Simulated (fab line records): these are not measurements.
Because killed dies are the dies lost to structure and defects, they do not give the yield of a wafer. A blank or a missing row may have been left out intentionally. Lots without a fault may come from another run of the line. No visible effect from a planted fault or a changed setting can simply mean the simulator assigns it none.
Matching of chambers    flow berkeley cmos170    cmp-01 running UCB170_V2_CMP_02: 3 sister chambers
The step polishes SiO2. 14 wafers are shown with their chamber, then 5 later ones without.

## WAFERS PAIRED WITH THEIR CHAMBERS
wafer   chamber  motor current A (A)  retaining ring pressure frac  head pressure psi (psi)
L362.1  1        15.9                 0.992                         6.002
L362.3  3        16.6                 0.989                         6.024
L362.6  3        17.0                 0.992                         6.023
L365.2  1        16.1                 0.999                         6.002
L365.3  2        16.2                 0.999                         6.006
L365.4  3        16.3                 0.991                         5.993
L368.2  2        17.5                 0.996                         6.013
L368.5  1        16.1                 0.999                         6.024
L368.6  2        15.7                 0.988                         5.989
L369.1  1        16.1                 1.005                         5.988
L369.2  3        15.7                 0.992                         5.967
L369.6  2        16.7                 0.999                         6.003
L377.1  3        16.1                 1.002                         5.990
L377.5  1        15.3                 1.000                         6.001

SIGNATURES (means of the wafers above)
reading                       chamber 1  chamber 2  chamber 3  scatter within a chamber
motor current A               15.900     16.525     16.340     0.541
retaining ring pressure frac  0.99900    0.99550    0.99320    0.00495
head pressure psi             6.00340    6.00275    5.99940    0.0174
Rule: distance of a wafer from a chamber = root of the sum over the readings of ((wafer's reading minus chamber's mean) / reading's scatter) squared. The wafer belongs to the nearest chamber; if the next one is less than 2 further off, it can't be placed. The scatter: take each reading less its chamber's mean, square it, sum over the shown wafers, divide by the number of wafers less the number of chambers, and take the root.

## WAFERS MISSING THEIR CHAMBER
wafer   motor current A (A)  retaining ring pressure frac  head pressure psi (psi)
L380.2  16.7                 1.003                         5.991
L380.6  16.5                 1.002                         5.982
L382.1  17.3                 1.000                         6.003
L382.4  16.1                 0.990                         6.011
L382.5  16.1                 1.001                         5.980

## WHICH CHAMBER EACH ONE RAN IN
wafer   from the rows above           in truth
L380.2  can't be placed: 2 or 1 or 3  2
L380.6  can't be placed: 1 or 2 or 3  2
L382.1  can't be placed: 2 or 3 or 1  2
L382.4  can't be placed: 3 or 2 or 1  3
L382.5  can't be placed: 1 or 2 or 3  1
Correctly placed: 0 of 5. Unplaceable from these rows: 5, with the true chamber sitting among the candidates in 5. Wrongly placed: 0.
